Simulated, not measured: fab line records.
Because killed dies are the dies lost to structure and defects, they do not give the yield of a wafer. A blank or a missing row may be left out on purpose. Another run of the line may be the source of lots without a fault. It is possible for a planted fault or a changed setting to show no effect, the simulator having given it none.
A lot that was struck, set against a sound lot | flow berkeleyCmos170 | 16 steps out of a route of 331
Sound: wafers L898.1, L898.2, L898.4. Struck: wafers L905.1, L905.4, L905.6. The cause is given at the end.
At each step with rows: each side's tool, then ch and its chambers, then its first start. Under that, the readings that differ: sound wafers | struck wafers | difference of the means | sigmas: that difference in standard deviations of wafers without a fault.
alike: words and numbers the same on both sides, and readings whose means are apart by under 2 such deviations; not compared: readings that were withheld, readings missing a value for some wafer, numbers with overlapping values and no deviation given by the record, and bounds like >300 which may hide the same value.
Wherever a step has rows on one side only, a row that says differs or no value, or a row with sigmas, the two part there. Non-overlapping numbers with no deviation appear without sigmas and do not part them. A reading that every wafer of one side lacks parts them only if that side has two wafers or more.

first, 5 steps without rows for these wafers: UCB170_NLDD_COAT_01 (resist thk 900 nm); UCB170_NLDD_SOFTBAKE_02 (time 60 s); UCB170_NLDD_EXPOSE_03 (exposes mask NSELECT, target cd 1200 nm); UCB170_NLDD_PEB_04; UCB170_NLDD_DEVELOP_05 (develop time 45 s).
UCB170_NLDD_CD_MEAS_06: the cd target is 1200 nm.
  sound on cdSem-01, day 7 06:04; struck on cdSem-02, day 8 11:23
  alike: cdNm
UCB170_NLDD_OVL_MEAS_07:
  sound on overlay-01, day 7 06:11; struck on overlay-01, day 8 11:30
  alike: NLDD_OVL
then, 2 steps without rows for these wafers: UCB170_NLDD_IMPLANT_08; UCB170_NLDD_IMPLANT_09.
UCB170_NLDD_STRIP_10: strips in O2.
  sound on plasmaAsher-03 ch 0,1, day 7 06:31; struck on plasmaAsher-01 ch 1, day 8 11:50
reading                  | sound       | struck      | difference | sigmas
drypumpMotorCurrentA (A) | 5.6 5.5 5.6 | 6.5 6.5 6.5 | +0.9       | +2
  alike: oesProductAu, stripTimeToEndpointS
  not compared: rfHoursCounterH
UCB170_NLDD_TW_MEAS_11:
  sound on filmMetro-01, day 7 06:37; struck on filmMetro-02, day 8 11:56
  alike: NLDD_TW
then, 1 step without rows for these wafers: UCB170_NLDD_CLEAN_12 (cleans in SPM, time 600 s).
UCB170_SPACER_CVD_00: deposits SiO2 from TEOS/O2, target thk 376 nm, time 47 s.
  sound on pecvd-02 ch 0,2, day 7 06:51; struck on pecvd-01 ch 0, day 8 12:10
reading                                | sound             | struck          | difference | sigmas
model.SiO2_of_SPACER_CVD_00.thkNm (nm) | 367.1 369.3 379.1 | 525.6 535.2 533 | +159.4     | 
  alike: heaterPowerW
UCB170_SPACER_THK_MEAS_01:
  sound on filmMetro-01, day 7 06:53; struck on filmMetro-03, day 8 12:18
reading              | sound       | struck      | difference | sigmas
SPACER_TEOS_THK (nm) | 367 369 379 | 526 535 533 | +160       | +36
then, 1 step without rows for these wafers: UCB170_SPACER_ANNEAL_02 (time 1800 s).
UCB170_SPACER_ETCHBACK_03: etches SiO2 in CHF3/CF4/Ar, stops on Si, target depth 376 nm, time 100 s.
  sound on rieDiel-03 ch 0,1,2, day 7 10:59; struck on rieDiel-02 ch 0,3, day 8 15:07
reading                 | sound             | struck            | difference | sigmas
oesProductAu (a.u.)     | 0.914 0.886 0.924 | 0.999 1.023 1.030 | +0.109     | +6
model.etch.depthNm (nm) | 367.1 369.3 379.1 | 431.2 431.5 431.9 | +59.7      | 
  alike: drypumpMotorCurrentA, throttleValvePct
  not compared: rfHoursCounterH

WHERE THEY PART
Earliest at UCB170_NLDD_STRIP_10; latest, in this record, at UCB170_SPACER_ETCHBACK_03.

WHY: the cause the simulator had injected
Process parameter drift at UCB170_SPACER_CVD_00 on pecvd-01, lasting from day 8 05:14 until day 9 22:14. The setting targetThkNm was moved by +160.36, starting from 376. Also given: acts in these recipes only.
